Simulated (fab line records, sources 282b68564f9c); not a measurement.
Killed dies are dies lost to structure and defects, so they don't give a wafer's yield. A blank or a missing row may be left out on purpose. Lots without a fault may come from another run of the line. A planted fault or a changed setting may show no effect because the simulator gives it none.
fab line records | flow rit_cmos
record lots=5 wafers=15 last_day=6
route steps=202 shown M1@188
lots that met no fault: from a run of the same line without faults
start_h: hours from the record's first day to the start of the lot's first wafer shown | wait_h: hours since the lot's step before | " the same as in the row above | L1.1+2: a row that stands for several wafers | - no value, or no start given | * or withheld: withheld | < > ~ a bound
route shown NAME@n: a module of which the file shows steps, and the number in the route of the first | usual: mean/standard deviation of fault-free wafers | same: alike in all rows | chamber/n: place in a boat | sites: the reading at each site | _std_site: their standard deviation | _edge_site: outer sites' mean less inner sites' | radius_mm: how far each site lies from the wafer's centre | mask NAME#n: copy n | behind: the tool/chamber that last shaped the wafer | hold: why the lot was held/for how many hours/how that ended | device: the transistor (n, p or np) that didn't switch | end of line: the same wafers' tests at the end of the route | a step without rows: its recipe alone | killed: dies lost to structure and defects at the first sort, not the wafer's yield | map: a wafer's dies, x killed, . not, _ none there
set.NAME: the setting as run; set.NAME@STEP: as run at that earlier step | model.NAME: the simulator's own value behind a step, which no gauge read
lots at some steps of the route; a table a step, a row a wafer
services: from which hour (start_h, from the record's first day; less than 0 if before it) a tool's chamber was out of use, for how many hours, and why
## steps
# step RIT_M1_COAT_04
# recipe resist=NOVOLAK spin_rpm=2000 resist_thk_nm=1300
# columns lot.wafer tool chamber start_h wait_h
L079.1+4+6 litho_track-01 0 87.18 0.1
L084.1+5+6 litho_track-03 0 108.46 0.1
L087.1+4+5 litho_track-01 0 124.05 0.1
L088.1+4+6 litho_track-02 0 129.60 0.1
L089.1+2+5 litho_track-01 0 135.70 0.1
# step RIT_M1_SOFTBAKE_05
# recipe resist=NOVOLAK temp_c=90 time_s=60
# usual heater_power_total_W=34.56/0.049
# columns lot.wafer tool chamber start_h wait_h heater_power_total_W
L079.1 litho_track-01 0 87.33 0.1 34.57
L079.4 " 0 " " 34.48
L079.6 " 0 " " 34.59
L084.1 litho_track-03 0 108.61 0.1 34.55
L084.5 " 0 " " 34.52
L084.6 " 0 " " 34.57
L087.1 litho_track-01 0 124.20 0.1 34.63
L087.4 " 0 " " 34.52
L087.5 " 0 " " 34.51
L088.1 litho_track-02 0 129.75 0.1 34.61
L088.4 " 0 " " 34.50
L088.6 " 0 " " 34.55
L089.1 litho_track-01 0 135.85 0.1 34.54
L089.2 " 0 " " 34.60
L089.5 " 0 " " 34.58
# step RIT_M1_EXPOSE_06
# recipe mask_id=M12 na=0.6 source_shape=conventional sigma_outer=0.5 target_cd_nm=2600 dose_mj=250
# usual stage_vel_mm_s=500.01/0.26
# same sigma_outer=0.5
# columns lot.wafer tool chamber start_h wait_h mask stage_vel_mm_s
L079.1 iline_stepper-02 0 87.60 0.2 M12#0 500.25
L079.4 " 0 " " M12#0 499.94
L079.6 " 0 " " M12#0 499.97
L084.1 iline_stepper-02 0 108.76 0.1 M12#0 500.14
L084.5 " 0 " " M12#0 499.90
L084.6 " 0 " " M12#0 500.20
L087.1 iline_stepper-02 0 124.47 0.2 M12#0 500.25
L087.4 " 0 " " M12#0 500.46
L087.5 " 0 " " M12#0 499.66
L088.1 iline_stepper-02 0 129.90 0.1 M12#0 499.93
L088.4 " 0 " " M12#0 500.06
L088.6 " 0 " " M12#0 499.91
L089.1 iline_stepper-01 0 136.12 0.2 M12#0 499.95
L089.2 " 0 " " M12#0 500.19
L089.5 " 0 " " M12#0 499.97
# step RIT_M1_PEB_07
# recipe resist=NOVOLAK temp_c=withheld time_s=withheld
# columns lot.wafer tool chamber start_h wait_h
L079.1+4+6 litho_track-01 0 87.72 0.1
L084.1+5+6 litho_track-02 0 109.02 0.2
L087.1+4+5 litho_track-02 0 124.59 0.1
L088.1+4+6 litho_track-03 0 130.01 0.1
L089.1+2+5 litho_track-01 0 136.24 0.1
# step RIT_M1_DEVELOP_08
# recipe resist=NOVOLAK develop_time_s=68 dev_temp_c=23
# columns lot.wafer tool chamber start_h wait_h
L079.1+4+6 litho_track-01 0 - -
L084.1+5+6 litho_track-02 0 - -
L087.1+4+5 litho_track-02 0 - -
L088.1+4+6 litho_track-03 0 - -
L089.1+2+5 litho_track-01 0 - -
# step RIT_M1_CD_MEAS_09
# recipe target_cd_nm=2600
# usual cd_nm=2600.5/2.1
# columns lot.wafer tool chamber start_h wait_h cd_nm
L079.1 cd_sem-02 - 88.03 - 2603.4
L079.4 " - " " 2603.6
L079.6 " - " " 2605.7
L084.1 cd_sem-02 - 109.33 - 2598.5
L084.5 " - " " 2597.1
L084.6 " - " " 2597.4
L087.1 cd_sem-02 - 124.90 - 2603.5
L087.4 " - " " 2601.8
L087.5 " - " " 2603.4
L088.1 cd_sem-01 - 130.33 - 2598.6
L088.4 " - " " 2600.3
L088.6 " - " " 2598.4
L089.1 cd_sem-01 - 136.61 - 2600.6
L089.2 " - " " 2600.1
L089.5 " - " " 2601.2
# step RIT_M1_OVL_MEAS_10
# usual M1_OVL=0.0/1.3
# columns lot.wafer tool chamber start_h wait_h M1_OVL[nm]
L079.1 overlay-02 - 88.15 0.1 0.8
L079.4 " - " " -1.7
L079.6 " - " " -1.5
L084.1 overlay-02 - 109.45 0.1 1.8
L084.5 " - " " 0.5
L084.6 " - " " 0.7
L087.1 overlay-02 - 125.02 0.1 1.2
L087.4 " - " " -0.4
L087.5 " - " " -1.0
L088.1 overlay-02 - 130.45 0.1 -1.8
L088.4 " - " " -1.0
L088.6 " - " " -0.9
L089.1 overlay-01 - 136.73 0.1 0.0
L089.2 " - " " 0.9
L089.5 " - " " 0.7
# step RIT_M1_HARDBAKE_11
# recipe resist=NOVOLAK temp_c=140 time_s=120
# usual heater_power_total_W=52.03/0.062
# columns lot.wafer tool chamber start_h wait_h heater_power_total_W
L079.1 litho_track-03 0 88.24 0.1 51.98
L079.4 " 0 " " 52.04
L079.6 " 0 " " 52.05
L084.1 litho_track-03 0 109.49 0.0 52.13
L084.5 " 0 " " 52.01
L084.6 " 0 " " 52.08
L087.1 litho_track-03 0 125.06 0.0 51.98
L087.4 " 0 " " 52.16
L087.5 " 0 " " 52.02
L088.1 litho_track-03 0 130.48 0.0 52.11
L088.4 " 0 " " 52.11
L088.6 " 0 " " 52.06
L089.1 litho_track-01 0 136.77 0.0 52.09
L089.2 " 0 " " 51.97
L089.5 " 0 " " 52.00
# step RIT_M1_METAL_ETCH_12
# recipe stop_on=SiO2 chemistry=Cl2/BCl3 target=Al time_s=165 over_etch_frac=0.5 pressure_mtorr=100 target_depth_a=6000 rf_w=250 Cl2_flow_sccm=60 bcl3_flow_sccm=50
# usual chamber_pressure_mTorr=100.01/0.098 drypump_motor_current_A=5.8/0.5 oes_product_au=0.777/0.0088 throttle_valve_pct=8.25/0.11
# columns lot.wafer tool chamber start_h wait_h chamber_pressure_mTorr drypump_motor_current_A oes_product_au rf_hours_counter_h throttle_valve_pct
L079.1 rie_metal-02 0 88.49 0.2 99.89 6.5 0.760 4.5 8.38
L079.4 " 0 " " 99.99 6.6 0.767 - 8.38
L079.6 " 0 " " 100.07 6.6 0.762 - 8.37
L084.1 rie_metal-01 1 109.74 0.2 100.16 5.6 0.796 0.9 8.29
L084.5 " 0 " " 100.03 5.2 0.782 - 8.08
L084.6 " 1 " " 100.12 5.6 0.786 - 8.27
L087.1 rie_metal-03 1 125.31 0.2 99.91 6.2 0.782 3.1 8.32
L087.4 " 0 " " 100.11 6.0 0.780 - 8.35
L087.5 " 1 " " 99.89 6.2 0.767 - 8.31
L088.1 rie_metal-02 0 130.73 0.2 99.96 6.6 0.764 5.0 8.37
L088.4 " 0 " " 99.95 6.6 0.764 - 8.36
L088.6 " 0 " " 100.19 6.6 0.761 - 8.37
L089.1 rie_metal-01 0 137.02 0.2 99.84 5.2 0.782 1.6 8.05
L089.2 " 1 " " 100.12 5.6 0.777 1.3 8.28
L089.5 " 1 " " 100.08 5.6 0.773 - 8.29
# step RIT_M1_STRIP_13
# recipe chemistry=nmp resist=NOVOLAK temp_c=80 time_s=600 dry=n2_spin
# columns lot.wafer tool chamber start_h wait_h
L079.1+4+6 wet_bench-03 1 88.66 0.1
L084.1+5+6 wet_bench-01 1 109.90 0.1
L087.1+4+5 wet_bench-01 3 125.47 0.1
L088.1+4+6 wet_bench-01 1 130.90 0.1
L089.1+2+5 wet_bench-01 2 137.18 0.1
# step RIT_M1_STRIP_14
# recipe chemistry=O2 time_s=180 platen_temp_c=withheld power_w=500 pressure_mtorr=4000 o2_flow_sccm=4000
# usual chamber_pressure_mTorr=4000/3.9 drypump_motor_current_A=5.8/0.5
# columns lot.wafer tool chamber start_h wait_h chamber_pressure_mTorr drypump_motor_current_A rf_hours_counter_h
L079.1 plasma_asher-03 1 88.83 0.0 4003 6.7 47
L079.4 " 1 " " 4003 6.7 -
L079.6 " 0 " " 4002 5.8 -
L084.1 plasma_asher-02 1 110.09 0.0 4001 5.5 47
L084.5 " 0 " " 3996 5.6 -
L084.6 " 1 " " 4003 5.5 -
L087.1 plasma_asher-02 1 125.66 0.0 3994 5.5 49
L087.4 " 0 " " 3997 5.6 -
L087.5 " 0 " " 3995 5.5 -
L088.1 plasma_asher-04 0 131.07 0.0 4003 5.7 33
L088.4 " 0 " " 3999 5.6 -
L088.6 " 1 " " 4000 5.1 -
L089.1 plasma_asher-03 1 137.36 0.0 3997 6.7 2
L089.2 " 0 " " 4002 5.9 2
L089.5 " 1 " " 3992 6.6 -
# step RIT_M1_CD_MEAS_90
# recipe target_cd_nm=2600
# usual cd_nm=2600.5/2.2
# columns lot.wafer tool chamber start_h wait_h cd_nm
L079.1 cd_sem-02 - 89.01 0.1 2604.2
L079.4 " - " " 2603.9
L079.6 " - " " 2604.5
L084.1 cd_sem-02 - 110.27 0.1 2598.4
L084.5 " - " " 2594.2
L084.6 " - " " 2596.8
L087.1 cd_sem-02 - 125.84 0.1 2604.0
L087.4 " - " " 2602.1
L087.5 " - " " 2603.5
L088.1 cd_sem-02 - 131.25 0.1 2600.2
L088.4 " - " " 2600.2
L088.6 " - " " 2598.6
L089.1 cd_sem-02 - 137.53 0.1 2598.1
L089.2 " - " " 2600.2
L089.5 " - " " 2601.8
# step RIT_M1_ANNEAL_15
# recipe temp_c=450 time_s=1800 ambient=forming_gas_H2N2
# columns lot.wafer tool chamber start_h wait_h
L079.1+4+6 furnace-02 0 89.13 0.1
L084.1+5+6 furnace-02 0 110.39 0.1
L087.1+4+5 furnace-02 0 125.96 0.1
L088.1+4+6 furnace-02 0 131.37 0.1
L089.1+2+5 furnace-02 0 137.65 0.1
# step RIT_M1_BOW_MEAS_16
# recipe mode=bow
# usual M1_BOW=18/6.3
# columns lot.wafer tool chamber start_h wait_h M1_BOW[um]
L079.1 film_metro-03 - 90.63 0.0 16
L079.4 " - " " 21
L079.6 " - " " 17
L084.1 film_metro-03 - 111.89 0.0 25
L084.5 " - " " 18
L084.6 " - " " 13
L087.1 film_metro-03 - 127.46 0.0 25
L087.4 " - " " 20
L087.5 " - " " 17
L088.1 film_metro-03 - 132.87 0.0 8
L088.4 " - " " 12
L088.6 " - " " 10
L089.1 film_metro-04 - 139.15 0.0 17
L089.2 " - " " 27
L089.5 " - " " 17
# step RIT_M1_PROBE_99
# usual defect_limited_yield=97.5/1.2 killed_at_contacts=0.0/0.18 killed_at_front_end=7/3 killed_dies=7/3 killed_open=3.6/1.9 killed_short=3.2/1.8 sort_bin_3_pad_short=0.1/0.22 sort_bin_5_function=1.4/0.77 sort_bin_6_memory=1.0/0.63 sort_n_pass=257/3 sort_yield_pct=97.5/1.2
# same gross_dies=264 killed_at_M0_to_M3=0 killed_at_M4_up=0 killed_at_back_side=0 killed_at_other=0
# columns lot.wafer tool chamber start_h wait_h defect_limited_yield[%] killed_at_contacts killed_at_front_end killed_dies killed_open killed_short sort_bin_3_pad_short[%] sort_bin_5_function[%] sort_bin_6_memory[%] sort_n_pass sort_yield_pct[%]
L079.1 prober-01 - 90.75 0.1 98.5 0 4 4 3 1 0 0.8 0.8 260 98.5
L079.4 prober-01 - 90.90 0.2 97.7 0 6 6 5 1 0 1.5 0.8 258 97.7
L079.6 prober-01 - 91.00 0.2 97.7 0 6 6 3 3 0.4 0.4 1.5 258 97.7
L084.1 prober-01 - 112.01 0.1 95.8 0 11 11 5 6 0.4 2.7 1.1 253 95.8
L084.5 prober-01 - 112.21 0.2 97.3 0 7 7 3 4 0 1.5 1.1 257 97.3
L084.6 prober-01 - 112.26 0.2 97.3 0 7 7 3 4 0 1.9 0.8 257 97.3
L087.1 prober-01 - 127.58 0.1 95.8 0 11 11 7 4 0 2.7 1.5 253 95.8
L087.4 prober-01 - 127.73 0.2 97.3 0 7 7 4 3 0 2.3 0.4 257 97.3
L087.5 prober-01 - 127.78 0.2 95.5 0 12 12 7 5 0.4 2.7 1.5 252 95.5
L088.1 prober-02 - 132.99 0.1 98.5 0 4 4 2 2 0 0.4 1.1 260 98.5
L088.4 prober-02 - 133.14 0.2 99.2 0 2 2 1 1 0 0.4 0.4 262 99.2
L088.6 prober-02 - 133.24 0.2 96.6 0 9 9 5 4 0 1.9 1.5 255 96.6
L089.1 prober-01 - 139.27 0.1 97.0 1 7 8 6 2 0 0.4 2.7 256 97.0
L089.2 prober-01 - 139.32 0.1 97.0 0 8 8 5 3 0 1.9 1.1 256 97.0
L089.5 prober-01 - 139.47 0.2 97.0 0 8 8 3 5 0 2.7 0.4 256 97.0
# killed by level:class
L079.1 GATE:geometric_particle:open=3 FOX2:geometric_particle:short=1
L079.4 GATE:geometric_particle:open=2 FOX1:geometric_particle:open=1 FOX2:geometric_particle:open=1 GATE:geometric_particle:short=1 SILICIDE:geometric_particle:open=1
L079.6 FOX1:geometric_particle:short=3 GATE:geometric_particle:open=2 FOX1:geometric_particle:open=1
L084.1 FOX2:geometric_particle:short=3 GATE:geometric_particle:short=3 GATE:geometric_particle:open=3 REOX:geometric_particle:open=1 SILICIDE:geometric_particle:open=1
L084.5 GATE:geometric_particle:short=3 GATE:geometric_particle:open=2 REOX:geometric_particle:open=1 SILICIDE:geometric_particle:short=1
L084.6 GATE:geometric_particle:short=2 GATE:geometric_particle:open=2 SILICIDE:geometric_particle:short=2 REOX:geometric_particle:open=1
L087.1 GATE:geometric_particle:open=5 REOX:geometric_particle:open=2 REOX:geometric_particle:short=2 GATE:geometric_particle:short=1 SPACER:geometric_particle:short=1
L087.4 GATE:geometric_particle:short=2 GATE:geometric_particle:open=2 FOX1:geometric_particle:short=1 REOX:geometric_particle:open=1 SPACER:geometric_particle:open=1
L087.5 GATE:geometric_particle:open=3 REOX:geometric_particle:open=3 REOX:geometric_particle:short=3 FOX1:geometric_particle:short=1 SILICIDE:geometric_particle:open=1 SILICIDE:geometric_particle:short=1
L088.1 GATE:geometric_particle:open=2 GATE:geometric_particle:short=1 SPACER:geometric_particle:short=1
L088.4 FOX1:geometric_particle:open=1 SPACER:geometric_particle:short=1
L088.6 FOX1:geometric_particle:open=3 GATE:geometric_particle:open=2 GATE:geometric_particle:short=2 FOX1:geometric_particle:short=1 SPACER:geometric_particle:short=1
L089.1 SILICIDE:geometric_particle:open=3 FOX1:geometric_particle:open=1 FOX2:geometric_particle:short=1 SPACER:geometric_particle:short=1 SPACER:geometric_particle:open=1 CONTACT:geometric_particle:open=1
L089.2 FOX1:geometric_particle:open=2 GATE:geometric_particle:short=2 SILICIDE:geometric_particle:open=2 SPACER:geometric_particle:short=1 SPACER:geometric_particle:open=1
L089.5 GATE:geometric_particle:open=3 GATE:geometric_particle:short=3 FOX2:geometric_particle:short=1 SPACER:geometric_particle:short=1
## services
# columns tool chamber start_h hours kind
plasma_asher-04 - 73.26 1.3 repair
iline_stepper-01 - 75.29 1.7 pm
rie_metal-02 0 78.97 1.2 repair
rie_metal-01 - 107.00 0.3 repair
plasma_asher-03 - 108.75 9.0 pm
plasma_asher-03 0 108.75 9.0 vent_cycle
plasma_asher-03 1 108.75 9.0 vent_cycle
plasma_asher-03 0 117.75 - clean
plasma_asher-03 1 117.75 - clean
iline_stepper-01 - 129.59 2.1 pm
plasma_asher-04 - 131.30 3.8 repair
rie_metal-03 1 131.56 17.7 repair
iline_stepper-01 - 131.68 - consumable_replace:lamp
## key
fault none
